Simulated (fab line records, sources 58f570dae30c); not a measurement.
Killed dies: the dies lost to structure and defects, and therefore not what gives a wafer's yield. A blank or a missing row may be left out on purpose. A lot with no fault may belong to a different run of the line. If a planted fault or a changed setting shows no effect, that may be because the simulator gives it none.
Split-lot trial | flow berkeley-cmos170 | 5 lots, 23 wafers read, on a route of 331 steps

THE SPLIT ITSELF
At UCB170_M3_COAT_10 (resist thk 900 nm), the setting resist-thk-nm was moved away from the recipe's 900 nm on 6 of the 23 wafers read, by -5.3% to -2.9%. For the rest of the wafers, this setting stayed at what the recipe calls for.

The split's own step is where the reading is taken.

THE READING
KrF_of_M3_COAT_10.thk-nm (the simulator's own value, which no gauge read), in nm, at UCB170_M3_COAT_10 (resist thk 900 nm). The file gives no usual value for it. Across the 17 wafers here that went through the recipe, the average is 900.4 nm and the standard deviation 2 nm.

wafer  | tool, chamber at the split | resist-thk-nm as run, nm | against the recipe | KrF_of_M3_COAT_10.thk-nm, nm | against lot-mates on the recipe
L074.1 | litho-track-04, 0          | 852.3                    | -5.3%              | 852.2                        | -48.4
L074.2 | litho-track-04, 0          | 900                      | recipe             | 899.3                        | -
L074.3 | litho-track-04, 0          | 900                      | recipe             | 900.7                        | -
L074.5 | litho-track-04, 0          | 900                      | recipe             | 901.9                        | -
L074.6 | litho-track-04, 0          | 852.3                    | -5.3%              | 852.8                        | -47.8
L076.1 | litho-track-03, 0          | 900                      | recipe             | 898.9                        | -
L076.3 | litho-track-03, 0          | 900                      | recipe             | 903.7                        | -
L076.4 | litho-track-03, 0          | 900                      | recipe             | 900.1                        | -
L081.1 | litho-track-02, 0          | 900                      | recipe             | 900.8                        | -
L081.2 | litho-track-02, 0          | 900                      | recipe             | 899.6                        | -
L081.3 | litho-track-02, 0          | 900                      | recipe             | 899.1                        | -
L081.5 | litho-track-02, 0          | 900                      | recipe             | 897.1                        | -
L081.6 | litho-track-02, 0          | 900                      | recipe             | 898.3                        | -
L083.1 | litho-track-02, 0          | 900                      | recipe             | 902.1                        | -
L083.3 | litho-track-02, 0          | 874.3                    | -2.9%              | 873.8                        | -25.9
L083.4 | litho-track-02, 0          | 874.3                    | -2.9%              | 875.6                        | -24.1
L083.5 | litho-track-02, 0          | 900                      | recipe             | 898.8                        | -
L083.6 | litho-track-02, 0          | 900                      | recipe             | 898.1                        | -
L084.1 | litho-track-02, 0          | 900                      | recipe             | 903.9                        | -
L084.2 | litho-track-02, 0          | 900                      | recipe             | 903.8                        | -
L084.4 | litho-track-02, 0          | 869.8                    | -3.4%              | 873.9                        | -28.9
L084.5 | litho-track-02, 0          | 900                      | recipe             | 900.7                        | -
L084.6 | litho-track-02, 0          | 869.8                    | -3.4%              | 872.3                        | -30.5

FIT RESULTS
A straight line over all 23 wafers: KrF_of_M3_COAT_10.thk-nm changes by +8.84 nm for each +1% of resist-thk-nm; r = +0.99; the points scatter about the line by 2 nm.
The same after taking each lot's own level away (the mean of its wafers on the recipe; 23 wafers): +8.98 nm for each +1%; r = +1.00; scatter 1.5 nm.
The reading moves by 48 nm for the largest change in resist-thk-nm, on that fit.
Across the lots, their own levels run from 898.98 to 902.80 nm, a range of 1.9 times the standard deviation given above.
Consequently the slope shifts little with the lot-to-lot level, the two slopes agreeing.
Check: for one of the wafers moved furthest among these (-5.3%), held out of the fit, the line's prediction against its lot-mates is -47.2 nm. Against them it came out at -48.4 nm.

OTHER SPLITS ON THESE WAFERS
Note: prior to the reading, these wafers also went through further splits. Each is held against what the fit with the lots' levels taken away leaves over:
other split on the same wafers         | wafers away from the commonest value | r with KrF_of_M3_COAT_10.thk-nm (lot level and that fit taken away)
UCB170_CONTACT_CVD_01 o2-flow-sccm     | 10                                   | +0.04
UCB170_M1_COAT_04 resist-thk-nm        | 9                                    | -0.13
UCB170_V1_CVD_00 time-s                | 8                                    | -0.11
UCB170_V1_EXPOSE_09 dose-mj            | 7                                    | -0.26
UCB170_M2_METAL_ETCH_18 over-etch-frac | 8                                    | +0.25

FILE'S OWN FIT
KrF_of_M3_COAT_10.thk-nm changes by +8.97 nm for each +1% of resist-thk-nm, r = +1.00.
